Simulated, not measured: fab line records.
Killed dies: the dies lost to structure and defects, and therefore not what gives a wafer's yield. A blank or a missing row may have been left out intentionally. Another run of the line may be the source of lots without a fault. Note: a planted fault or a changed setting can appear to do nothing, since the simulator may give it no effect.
A struck lot beside a sound one -- flow rit_cmos -- 15 steps out of a route of 202
Sound: wafers L532.2, L532.4, L532.5. Struck: wafer L541.3. (L541.2, L541.5 of the same lot were not struck and are left out.) The cause comes at the end.
For every step that has rows: the tool of each side, followed by ch and its chambers, followed by its first start. Under that, the readings that differ: sound wafers -- struck wafers -- difference of the means -- sigmas: that difference in standard deviations of wafers without a fault.
alike: same words and numbers on both sides, and readings whose means sit less than 2 such deviations apart. not compared: any withheld reading, any reading some wafer has no value for, any bound like >300 that may hide the same value, and any number with overlapping values for which the record gives no deviation.
The two part at a step that has a row with sigmas, a row that says differs or no value, or rows on one side only. When numbers do not overlap yet have no deviation, they are printed without sigmas and do not part them. A reading that every wafer of one side lacks parts them only if that side has two wafers or more.

RIT_M1_SPUTTER_00: material Al, target thk 400 nm, time 500 s.
  sound on pvd_sputter-04, day 3 16:52; struck on pvd_sputter-02, day 5 14:41
  alike: chamber_pressure_pa, throttle_valve_pct
RIT_M1_RS_MEAS_01: measures by four-point-probe.
  sound on film_metro-02, day 3 17:10; struck on film_metro-01, day 5 15:01
  alike: M1_AL_RS
RIT_M1_THK_MEAS_02: measures by xrf.
  sound on film_metro-02, day 3 17:17; struck on film_metro-01, day 5 15:07
reading,sound,struck,difference,sigmas
M1_AL_THK (nm),378 378 377,389,+11,+2
then, 6 steps without rows for these wafers: RIT_M1_HMDS_03 (prime time 60 s); RIT_M1_COAT_04 (resist thk 1300 nm); RIT_M1_SOFTBAKE_05 (time 60 s); RIT_M1_EXPOSE_06 (exposes mask M12, target cd 2600 nm); RIT_M1_PEB_07; RIT_M1_DEVELOP_08 (develop time 65.25 s).
RIT_M1_CD_MEAS_09 targets a cd of 2600 nm.
  sound on cd_sem-02, day 3 18:14; struck on cd_sem-02, day 5 16:04
  alike: cd_nm
RIT_M1_OVL_MEAS_10:
  sound on overlay-02, day 3 18:20; struck on overlay-01, day 5 16:10
  alike: M1_OVL
then, 1 step without rows for these wafers: RIT_M1_HARDBAKE_11 (time 120 s).
RIT_M1_METAL_ETCH_12: etches Al in Cl2/BCl3, stops on SiO2, time 165 s, target depth 600 nm.
  sound on rie_metal-03 ch 0,1, day 3 18:37; struck on rie_metal-03 ch 0, day 5 16:41
reading,sound,struck,difference,sigmas
chamber_pressure_mTorr (mTorr),100.06 100.03 99.83,150.05,+50.08,+99 or more
model.NOVOLAK_of_M1_COAT_04.thk_nm (nm),818 820.3 811.3,788.6,-27.9,
  alike: drypump_motor_current_A, oes_product_au, throttle_valve_pct
  not compared: rf_hours_counter_h
then, 2 steps without rows for these wafers: RIT_M1_STRIP_13 (strips in nmp, time 600 s); RIT_M1_PROBE_99.

## WHERE THEY PART
First at RIT_M1_THK_MEAS_02; last, within this record, at RIT_M1_METAL_ETCH_12.

WHY: what had been put in by the simulator
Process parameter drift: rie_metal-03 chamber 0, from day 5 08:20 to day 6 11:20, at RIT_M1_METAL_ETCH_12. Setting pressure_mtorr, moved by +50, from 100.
